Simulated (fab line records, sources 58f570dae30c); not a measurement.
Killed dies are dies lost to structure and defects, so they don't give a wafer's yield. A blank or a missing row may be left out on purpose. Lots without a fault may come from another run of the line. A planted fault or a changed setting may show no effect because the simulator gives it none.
Which tool did it? | flow berkeley_cmos170 | 14 lots, 42 wafers sampled, at 4 steps of a route of 331

WHAT THE GAUGES READ, wafer by wafer
UCB170_M3_RS_MEAS_02: measures by four-point-probe. Usual: M3_AL_RS 0.0321 ohm/sq, standard deviation 0.00044.
lot  | measured     | on            | M3_AL_RS (ohm/sq)    | flag
L213 | day 7 20:44  | film_metro-02 | 0.0324 0.0325 0.0323 |
L214 | day 7 21:25  | film_metro-04 | 0.0316 0.0322 0.0322 |
L215 | day 7 21:17  | film_metro-03 | 0.0328 0.0324 0.0325 |
L218 | day 8 13:52  | film_metro-02 | 0.0324 0.0318 0.0326 |
L219 | day 8 23:46  | film_metro-02 | 0.0330 0.0324 0.0327 |
L225 | day 9 21:34  | film_metro-04 | 0.0321 0.0324 0.0321 |
L226 | day 10 09:18 | film_metro-04 | 0.0318 0.0316 0.0320 |
L229 | day 10 19:44 | film_metro-04 | 0.0313 0.0317 0.0322 |
L230 | day 11 06:44 | film_metro-02 | 0.0323 0.0321 0.0319 |
L232 | day 11 18:44 | film_metro-04 | 0.0313 0.0320 0.0318 |
L233 | day 11 17:37 | film_metro-03 | 0.0331 0.0322 0.0323 |
L235 | day 11 18:33 | film_metro-02 | 0.0318 0.0325 0.0325 |
L234 | day 11 18:25 | film_metro-03 | 0.0326 0.0330 0.0327 |
L236 | day 12 09:08 | film_metro-03 | 0.0321 0.0314 0.0317 |

WHICH TOOL RAN EACH LOT (tool, then ch and the chambers of the sampled wafers, then the start)
lot  | UCB170_NVT_PEB_04                | UCB170_NVT_STRIP_08                  | UCB170_NSD_STRIP_09
L213 | litho_track-04 ch 0, day 5 17:33 | plasma_asher-03 ch 0,1, day 5 18:00  | plasma_asher-01 ch 0,1, day 7 00:27
L214 | litho_track-03 ch 0, day 6 00:45 | plasma_asher-03 ch 0,1, day 6 01:13  | plasma_asher-03 ch 0,1, day 7 00:41
L215 | litho_track-04 ch 0, day 6 00:55 | plasma_asher-04 ch 0,1, day 6 01:22  | plasma_asher-04 ch 0,1, day 7 00:31
L218 | litho_track-03 ch 0, day 6 09:23 | plasma_asher-02 ch 0,1, day 6 09:49  | plasma_asher-01 ch 0,1, day 7 12:53
L219 | litho_track-04 ch 0, day 6 17:04 | plasma_asher-03 ch 0,1, day 6 17:30  | plasma_asher-04 ch 0,1, day 7 21:34
L225 | litho_track-03 ch 0, day 7 19:10 | plasma_asher-04 ch 1, day 7 19:36    | plasma_asher-03 ch 0, day 8 21:17
L226 | litho_track-03 ch 0, day 8 04:04 | plasma_asher-02 ch 0,1, day 8 04:29  | plasma_asher-04 ch 0,1, day 9 09:05
L229 | litho_track-03 ch 0, day 8 15:16 | plasma_asher-03 ch 0, day 8 15:42    | plasma_asher-01 ch 0,1, day 9 16:22
L230 | litho_track-02 ch 0, day 9 05:35 | plasma_asher-04 ch 0,1, day 9 06:03  | plasma_asher-01 ch 0,1, day 10 09:08
L232 | litho_track-02 ch 0, day 9 07:00 | plasma_asher-03 ch 0,1, day 9 07:28  | plasma_asher-04 ch 0,1, day 10 14:37
L233 | litho_track-02 ch 0, day 9 07:16 | plasma_asher-04 ch 0,1, day 9 07:44  | plasma_asher-03 ch 0,1, day 10 14:49
L235 | litho_track-02 ch 0, day 9 15:30 | plasma_asher-04 ch 0,1, day 9 15:58  | plasma_asher-03 ch 0,1, day 10 17:03
L234 | litho_track-04 ch 0, day 9 15:40 | plasma_asher-03 ch 0,1, day 9 16:07  | plasma_asher-04 ch 0,1, day 10 17:28
L236 | litho_track-04 ch 0, day 9 23:47 | plasma_asher-04 ch 0,1, day 10 00:15 | plasma_asher-04 ch 0,1, day 11 03:25
- UCB170_NVT_PEB_04
- UCB170_NVT_STRIP_08: strips in O2.
- UCB170_NSD_STRIP_09: strips in O2.

WHAT THE TOOLS THEMSELVES READ (means of the sampled wafers that have a number; where no wafer has one, the mark that the record gives instead)
UCB170_NVT_PEB_04. Usual: exhaust_pa 45.1 Pa, standard deviation 0.84; heater_power_total_W 56.80 W, standard deviation 0.045; plate_temp_C 129.97 C, standard deviation 0.13.
lot  | tool           | exhaust_pa (Pa) | heater_power_total_W (W) | plate_temp_C (C) | flag
L213 | litho_track-04 | 44.7            | 56.79                    | 129.97           |
L214 | litho_track-03 | 45.5            | 56.77                    | 129.99           |
L215 | litho_track-04 | 45.0            | 56.83                    | 129.99           |
L218 | litho_track-03 | 45.0            | 56.78                    | 130.02           |
L219 | litho_track-04 | 45.6            | 56.82                    | 130.03           |
L225 | litho_track-03 | 46.5            | 56.81                    | 129.95           |
L226 | litho_track-03 | 45.0            | 61.07                    | 137.06           | OFF
L229 | litho_track-03 | 45.0            | 61.05                    | 137.34           | OFF
L230 | litho_track-02 | 45.3            | 56.80                    | 129.99           |
L232 | litho_track-02 | 44.9            | 56.81                    | 129.73           |
L233 | litho_track-02 | 45.1            | 56.78                    | 130.16           |
L235 | litho_track-02 | 46.2            | 56.80                    | 130.06           |
L234 | litho_track-04 | 45.3            | 56.75                    | 130.08           |
L236 | litho_track-04 | 44.2            | 56.77                    | 129.95           |

UCB170_NVT_STRIP_08. Usual: chamber_pressure_mTorr 3500 mTorr, standard deviation 3.6; drypump_motor_current_A 5.78 A, standard deviation 0.23; oes_product_au 0.735 a.u., standard deviation 0.0047; strip_time_to_endpoint_s 21.66 s, standard deviation 0.069.
lot  | tool            | chamber_pressure_mTorr (mTorr) | drypump_motor_current_A (A) | oes_product_au (a.u.) | strip_time_to_endpoint_s (s) | flag
L213 | plasma_asher-03 | 3502                           | 5.83                        | 0.733                 | 21.58                        |
L214 | plasma_asher-03 | 3500                           | 5.84                        | 0.734                 | 21.56                        |
L215 | plasma_asher-04 | 3500                           | 5.95                        | 0.734                 | 21.61                        |
L218 | plasma_asher-02 | 3500                           | 5.68                        | 0.737                 | 21.73                        |
L219 | plasma_asher-03 | 3499                           | 5.74                        | 0.737                 | 21.74                        |
L225 | plasma_asher-04 | 3501                           | 6.09                        | 0.739                 | 21.75                        |
L226 | plasma_asher-02 | 3500                           | 5.68                        | 0.735                 | 21.66                        |
L229 | plasma_asher-03 | 3503                           | 5.94                        | 0.734                 | 21.74                        |
L230 | plasma_asher-04 | 3500                           | 5.96                        | 0.736                 | 21.62                        |
L232 | plasma_asher-03 | 3496                           | 5.75                        | 0.736                 | 21.68                        |
L233 | plasma_asher-04 | 3502                           | 6.05                        | 0.735                 | 21.68                        |
L235 | plasma_asher-04 | 3499                           | 5.96                        | 0.728                 | 21.70                        |
L234 | plasma_asher-03 | 3500                           | 5.73                        | 0.734                 | 21.55                        |
L236 | plasma_asher-04 | 3501                           | 6.01                        | 0.736                 | 21.86                        |

UCB170_NSD_STRIP_09. Usual: chamber_pressure_mTorr 3500 mTorr, standard deviation 5.1; drypump_motor_current_A 5.78 A, standard deviation 0.23; oes_product_au 0.534 a.u., standard deviation 0.0044; strip_time_to_endpoint_s 35.84 s, standard deviation 0.11.
lot  | tool            | chamber_pressure_mTorr (mTorr) | drypump_motor_current_A (A) | oes_product_au (a.u.) | strip_time_to_endpoint_s (s) | flag
L213 | plasma_asher-01 | 3499                           | 5.52                        | 0.534                 | 35.85                        |
L214 | plasma_asher-03 | 3502                           | 5.81                        | 0.534                 | 35.71                        |
L215 | plasma_asher-04 | 3504                           | 6.01                        | 0.539                 | 35.95                        |
L218 | plasma_asher-01 | 3499                           | 5.51                        | 0.536                 | 35.99                        |
L219 | plasma_asher-04 | 3516                           | 5.96                        | 0.531                 | 35.81                        | OFF
L225 | plasma_asher-03 | 3500                           | 5.92                        | 0.533                 | 35.90                        |
L226 | plasma_asher-04 | 3499                           | 5.95                        | 0.537                 | 35.98                        |
L229 | plasma_asher-01 | 3500                           | 5.51                        | 0.534                 | 35.78                        |
L230 | plasma_asher-01 | 3502                           | 5.47                        | 0.537                 | 35.81                        |
L232 | plasma_asher-04 | 3498                           | 5.99                        | 0.533                 | 35.87                        |
L233 | plasma_asher-03 | 3501                           | 5.81                        | 0.535                 | 35.69                        |
L235 | plasma_asher-03 | 3499                           | 5.73                        | 0.537                 | 35.84                        |
L234 | plasma_asher-04 | 3501                           | 5.95                        | 0.532                 | 35.75                        |
L236 | plasma_asher-04 | 3501                           | 6.02                        | 0.538                 | 35.86                        |

THE ANSWER, worked out from the rows above alone
Rule: a lot is off if the mean of its wafers that have a number lies more than 3 standard deviations from the usual mean. A lot without any number at a reading at which 4 lots or more have one is off too. The other lots that the step has rows for count as sound. The gauges are gone through in route order, then the tools' own readings, and for those a lot's mean is taken as printed above. The first step at which some lot is off is used, and at that step the reading that is off furthest; a lot without a number counts as furthest.
Off: L226, L229, at UCB170_NVT_PEB_04 (heater_power_total_W).
A tool fits if, at that step or a process step before it, it ran every lot that is off, and no sound lot after the first of them. One fits: litho_track-03 at UCB170_NVT_PEB_04. Its last sound lot is L225 (day 7 19:10), its first lot that is off L226 (day 8 04:04): a fault that began between those two fits.
The tool's own readings at UCB170_NVT_PEB_04 bear it out: on the lots that are off they differ by more than 5 times the standard deviation of the sound lots' means. heater_power_total_W reads 61.06 W there against 56.79 W on the sound lots; plate_temp_C reads 137.20 C there against 129.99 C on the sound lots.

WHAT THE SIMULATOR HAD PUT IN
Process parameter drift: litho_track-03, from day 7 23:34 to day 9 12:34, at UCB170_NVT_PEB_04. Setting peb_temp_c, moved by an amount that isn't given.
Lots struck among those shown: L226, L229. The rule above found the same.
